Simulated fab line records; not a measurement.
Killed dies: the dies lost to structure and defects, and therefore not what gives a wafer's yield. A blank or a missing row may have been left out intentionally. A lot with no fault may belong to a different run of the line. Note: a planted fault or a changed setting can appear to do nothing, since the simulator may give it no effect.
Struck lot and sound lot, side by side	flow rit_cmos	14 out of 202 route steps
Sound: these wafers, L774.1, L774.4, L774.6. Wafers L781.1, L781.3, L781.4 were the ones struck. Last of all comes the cause.
Per side, at each step with rows, come the tool, then ch with its chambers, and then its first start. Under that, the readings that differ: sound wafers	struck wafers	difference of the means	sigmas: that difference in standard deviations of wafers without a fault.
alike: readings whose means differ by less than 2 such deviations, and words and numbers that are the same on both sides. not compared: withheld readings, readings that some wafer has no value for, bounds like >300 that may hide the same value, and numbers for which the record gives no deviation and whose values overlap.
A row with sigmas, a row that says differs or no value, or rows on one side alone: a step with any of these is where the two part. Numbers that have no deviation but don't overlap get no sigmas and don't part them. Lack of a reading on every wafer of one side parts them only where that side has two or more wafers.

first, 1 step without rows for these wafers: RIT_PWELL_DEVELOP_05 (develop time 68 s).
RIT_PWELL_OVL_MEAS_06:
  sound: overlay-02 at day 3 23:02; struck: overlay-01 at day 5 09:19
  alike: PWELL_OVL
then, 2 steps without rows for these wafers: RIT_PWELL_HARDBAKE_07 (time 120 s); RIT_PWELL_IMPLANT_08.
RIT_PWELL_STRIP_09: strips in O2, time 180 s.
  sound on plasma_asher-02 ch 0,1, day 3 23:28; struck on plasma_asher-04 ch 0,1, day 5 09:45
  alike: drypump_motor_current_A
  not compared: rf_hours_counter_h
RIT_PWELL_TW_MEAS_10:
  sound: film_metro-03 at day 3 23:38; struck: film_metro-02 at day 5 09:55
  alike: PWELL_TW
then, 1 step without rows for these wafers: RIT_WELLDRIVE_ANNEAL_00 (time 14700 s).
RIT_WELLDRIVE_RS_MEAS_01: a four-point-probe measurement.
  sound: film_metro-02 at day 4 06:33; struck: film_metro-03 at day 5 17:25
reading	sound	struck	difference	sigmas
NWELL_RS (ohm/sq)	275.5 275.7 275.7	274.2 273.2 274.1	-1.8	-3
RIT_WELLDRIVE_RS_MEAS_02: a four-point-probe measurement.
  sound: film_metro-02 at day 4 06:40; struck: film_metro-03 at day 5 17:32
  alike: PWELL_RS
then, 3 steps without rows for these wafers: RIT_NRETRO_HMDS_00 (prime time 60 s); RIT_NRETRO_COAT_01 (resist thk 1300 nm); RIT_NRETRO_SOFTBAKE_02 (time 60 s).
RIT_NRETRO_EXPOSE_03: exposes mask M4, target cd 43900 nm.
  struck on iline_stepper-02, day 5 18:14; sound on iline_stepper-02 ch 0, day 4 07:22
  no value came back on the struck wafers for exposure_dose_mJ_cm2, focus_offset_nm (nm); on the sound wafers exposure_dose_mJ_cm2 reads 249.79 250.14 249.70
  alike: mask
after that, 1 step had no rows for these wafers: RIT_NRETRO_PEB_04.

## WHERE THEY PART
First at RIT_WELLDRIVE_RS_MEAS_01; last, within this record, at RIT_NRETRO_EXPOSE_03.

WHY: whatever the simulator had introduced
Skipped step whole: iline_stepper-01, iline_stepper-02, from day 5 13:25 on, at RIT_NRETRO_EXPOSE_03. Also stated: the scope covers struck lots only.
